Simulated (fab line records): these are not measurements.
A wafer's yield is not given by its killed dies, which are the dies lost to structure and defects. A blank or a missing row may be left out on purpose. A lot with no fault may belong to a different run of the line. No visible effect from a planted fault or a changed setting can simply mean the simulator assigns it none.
Which tool is to blame? || flow ritCmos || Sampling: 13 lots, 39 wafers, 2 of 202 route steps

== WHAT EACH GAUGE READ, for each wafer ==
RIT_GATE_THK_MEAS_09. Usual: GATE_POLY_THK 256.2 nm, standard deviation 2.1.
{"lot": "L318", "measured": "day 2 23:35", "on": "filmMetro-03", "GATE_POLY_THK (nm)": "255.6 254.8 254.2", "flag": ""}
{"lot": "L319", "measured": "day 3 02:18", "on": "filmMetro-01", "GATE_POLY_THK (nm)": "255.6 257.7 257.6", "flag": ""}
{"lot": "L320", "measured": "day 3 09:55", "on": "filmMetro-03", "GATE_POLY_THK (nm)": "252.4 254.8 253.6", "flag": ""}
{"lot": "L321", "measured": "day 3 14:28", "on": "filmMetro-03", "GATE_POLY_THK (nm)": "252.9 252.9 255.0", "flag": ""}
{"lot": "L322", "measured": "day 3 22:20", "on": "filmMetro-01", "GATE_POLY_THK (nm)": "255.2 254.6 253.6", "flag": ""}
{"lot": "L325", "measured": "day 4 09:27", "on": "filmMetro-03", "GATE_POLY_THK (nm)": "256.0 255.8 258.8", "flag": ""}
{"lot": "L327", "measured": "day 4 20:43", "on": "filmMetro-01", "GATE_POLY_THK (nm)": "259.1 257.9 256.9", "flag": ""}
{"lot": "L329", "measured": "day 5 07:07", "on": "filmMetro-03", "GATE_POLY_THK (nm)": "254.8 255.7 258.4", "flag": ""}
{"lot": "L332", "measured": "day 5 20:58", "on": "filmMetro-02", "GATE_POLY_THK (nm)": "341.7 342.0 342.6", "flag": "OFF"}
{"lot": "L334", "measured": "day 6 09:38", "on": "filmMetro-03", "GATE_POLY_THK (nm)": "256.0 255.0 254.7", "flag": ""}
{"lot": "L335", "measured": "day 6 14:46", "on": "filmMetro-02", "GATE_POLY_THK (nm)": "260.5 258.8 257.7", "flag": ""}
{"lot": "L336", "measured": "day 6 18:28", "on": "filmMetro-03", "GATE_POLY_THK (nm)": "261.1 261.5 260.3", "flag": ""}
{"lot": "L338", "measured": "day 7 06:09", "on": "filmMetro-01", "GATE_POLY_THK (nm)": "256.9 256.3 255.7", "flag": ""}

== WHAT TOOL EACH LOT RAN ON (gives the tool, then ch and the chambers of the sampled wafers, and finally the start) ==
{"lot": "L318", "RIT_GATE_CVD_08": "lpcvd-02 ch 1, day 2 21:10"}
{"lot": "L319", "RIT_GATE_CVD_08": "lpcvd-01 ch 0, day 3 00:41"}
{"lot": "L320", "RIT_GATE_CVD_08": "lpcvd-02 ch 0, day 3 07:29"}
{"lot": "L321", "RIT_GATE_CVD_08": "lpcvd-02 ch 1, day 3 12:02"}
{"lot": "L322", "RIT_GATE_CVD_08": "lpcvd-01 ch 1, day 3 20:43"}
{"lot": "L325", "RIT_GATE_CVD_08": "lpcvd-01 ch 1, day 4 07:49"}
{"lot": "L327", "RIT_GATE_CVD_08": "lpcvd-01 ch 0, day 4 19:06"}
{"lot": "L329", "RIT_GATE_CVD_08": "lpcvd-02 ch 0, day 5 04:41"}
{"lot": "L332", "RIT_GATE_CVD_08": "lpcvd-02 ch 1, day 5 19:21"}
{"lot": "L334", "RIT_GATE_CVD_08": "lpcvd-01 ch 1, day 6 08:01"}
{"lot": "L335", "RIT_GATE_CVD_08": "lpcvd-01 ch 1, day 6 13:08"}
{"lot": "L336", "RIT_GATE_CVD_08": "lpcvd-01 ch 0, day 6 16:50"}
{"lot": "L338", "RIT_GATE_CVD_08": "lpcvd-01 ch 0, day 7 04:32"}
- RIT_GATE_CVD_08: deposits poly-Si from SiH4, target thk 250 nm, time 2220 s.

== WHAT THE TOOLS THEMSELVES READ (means of the sampled wafers that have a number; where no wafer has one, the mark that the record gives instead) ==
The record holds no such reading with a usual standard deviation.

== THE ANSWER, worked out from the rows above alone ==
Rule: take the mean of a lot's wafers that have a number; if it is more than 3 standard deviations from the usual mean, the lot is off. A lot without any number at a reading at which 4 lots or more have one is off too. Where the step has rows for the other lots, those lots are counted as sound. Order of review: gauges by route order, followed by the tools' own readings, for which a lot's mean as printed above is used. At the first step where some lot is off, the reading lying furthest off is the one used; lots without a number count as furthest.
Off: L332, at RIT_GATE_THK_MEAS_09 (GATE_POLY_THK).
A tool fits if, at a process step before that reading, it ran every lot that is off, and no sound lot after the first of them. Those tools and the gauges at RIT_GATE_THK_MEAS_09 are tried in the same way. One candidate fits, namely lpcvd-02 at RIT_GATE_CVD_08. Its last sound lot is L329 (day 5 04:41), its first lot that is off L332 (day 5 19:21): a fault that began between those two fits.

== WHAT WAS PUT IN BY THE SIMULATOR ==
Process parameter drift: lpcvd-02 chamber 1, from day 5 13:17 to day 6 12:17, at RIT_GATE_CVD_08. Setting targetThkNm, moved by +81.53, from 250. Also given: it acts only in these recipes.
Shown lots that were struck: L332. The rule above reached the same finding.
